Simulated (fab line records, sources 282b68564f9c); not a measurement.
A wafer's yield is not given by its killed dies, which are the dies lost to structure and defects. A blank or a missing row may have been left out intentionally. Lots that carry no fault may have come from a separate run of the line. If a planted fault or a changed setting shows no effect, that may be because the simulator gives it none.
Comparing a struck lot with a sound one -- flow rit cmos -- 20 steps out of a route of 202
Sound: these wafers, L624.4, L624.5, L624.6. The struck wafers were L633.1, L633.2, L633.4. The cause comes at the end.
Order at every step that has rows: each side's tool, ch and its chambers, its first start. Under that, the readings that differ: sound wafers -- struck wafers -- difference of the means -- sigmas: that difference in standard deviations of wafers without a fault.
alike: words and numbers the same on both sides, and readings whose means are apart by under 2 such deviations; not compared: readings that were withheld, readings missing a value for some wafer, numbers with overlapping values and no deviation given by the record, and bounds like >300 which may hide the same value.
Wherever a step has rows on one side only, a row that says differs or no value, or a row with sigmas, the two part there. Numbers that don't overlap but have no deviation are shown without sigmas and don't part them. A reading missing from all wafers of one side parts the sides only when that side holds two or more wafers.

first, 2 steps without rows for these wafers: RIT_NWELL_HARDBAKE_07 (time 120 s); RIT_NWELL_IMPLANT_08.
RIT_NWELL_STRIP_09: strips in O2, time 180 s.
  sound on plasma asher-04 ch 0,1, day 3 22:41; struck on plasma asher-04 ch 0,1, day 5 21:20
  alike: drypump motor current A, o2 flow sccm
  not compared: rf hours counter h
RIT_NWELL_TW_MEAS_10:
  sound on film metro-02, day 3 22:49; struck on film metro-02, day 5 21:31
  alike: NWELL_TW
then, 6 steps without rows for these wafers: RIT_PWELL_HMDS_00 (prime time 60 s); RIT_PWELL_COAT_01 (resist thk 1300 nm); RIT_PWELL_SOFTBAKE_02 (time 60 s); RIT_PWELL_EXPOSE_03 (exposes mask M3, target cd 43700 nm); RIT_PWELL_PEB_04; RIT_PWELL_DEVELOP_05 (develop time 68 s).
RIT_PWELL_OVL_MEAS_06:
  sound on overlay-02, day 3 23:54; struck on overlay-01, day 5 22:34
  alike: PWELL_OVL
then, 1 step without rows for these wafers: RIT_PWELL_HARDBAKE_07 (time 120 s).
RIT_PWELL_IMPLANT_08:
  sound on implanter-01 ch 0, day 4 00:25; struck on implanter-04 ch 0, day 5 22:55
reading,sound,struck,difference,sigmas
dose ions cm2,7.003e+13 6.992e+13 6.99e+13,6.642e+13 6.647e+13 6.643e+13,-3.510e+12,-55
  alike: faraday current uA, tilt deg
RIT_PWELL_STRIP_09: strips in O2, time 180 s.
  sound on plasma asher-01 ch 0,1, day 4 00:33; struck on plasma asher-02 ch 0,1, day 5 23:04
  alike: drypump motor current A, o2 flow sccm
  not compared: rf hours counter h
RIT_PWELL_TW_MEAS_10:
  sound on film metro-04, day 4 00:42; struck on film metro-04, day 5 23:14
reading,sound,struck,difference,sigmas
PWELL_TW,937 943 943,920 921 924,-19,-2
then, 1 step without rows for these wafers: RIT_WELLDRIVE_ANNEAL_00 (time 14700 s).
RIT_WELLDRIVE_RS_MEAS_01: measures by four-point-probe.
  sound on film metro-04, day 4 06:29; struck on film metro-04, day 6 04:22
  alike: NWELL_RS
RIT_WELLDRIVE_RS_MEAS_02: measures by four-point-probe.
  sound on film metro-04, day 4 06:36; struck on film metro-04, day 6 04:29
reading,sound,struck,difference,sigmas
PWELL_RS (ohm/sq),429.2 428.4 429.6,443.8 442.8 442.5,+14.0,+12
then, 1 step without rows for these wafers: RIT_NRETRO_HMDS_00 (prime time 60 s).
RIT_M1_PROBE_99:
  sound on prober-01, day 5 12:38; struck on prober-02, day 7 10:04
reading,sound,struck,difference,sigmas
model.etest.pwell pinched.rs ohm sq,447.6 454.5 455.1,469.6 477.5 463.2,+17.7,
model.etest.pwell.rs ohm sq,410.6 407.2 414,430 423.1 424.7,+15,
model.etest.diode nplus pwell.bv v (V),5.962 5.964 5.965,6.125 6.131 6.148,+0.171,
model.etest.diode nplus pwell.cj ff um2,2.062 2.065 2.077,2.021 2.015 2.019,-0.050,
model.etest.cap n gate.c min ff um2,2.354 2.352 2.356,2.313 2.317 2.315,-0.039,
  alike: killed at contacts, killed at front end, killed dies, killed open, killed short

## WHERE THEY PART
At RIT_PWELL_IMPLANT_08 first; at RIT_WELLDRIVE_RS_MEAS_02 last (within this record only). Later steps at which nothing parts them and some readings are alike: RIT_M1_PROBE_99.

WHY: what had been put in by the simulator
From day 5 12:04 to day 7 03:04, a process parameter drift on implanter-04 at RIT_PWELL_IMPLANT_08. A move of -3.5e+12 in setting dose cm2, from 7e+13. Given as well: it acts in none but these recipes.
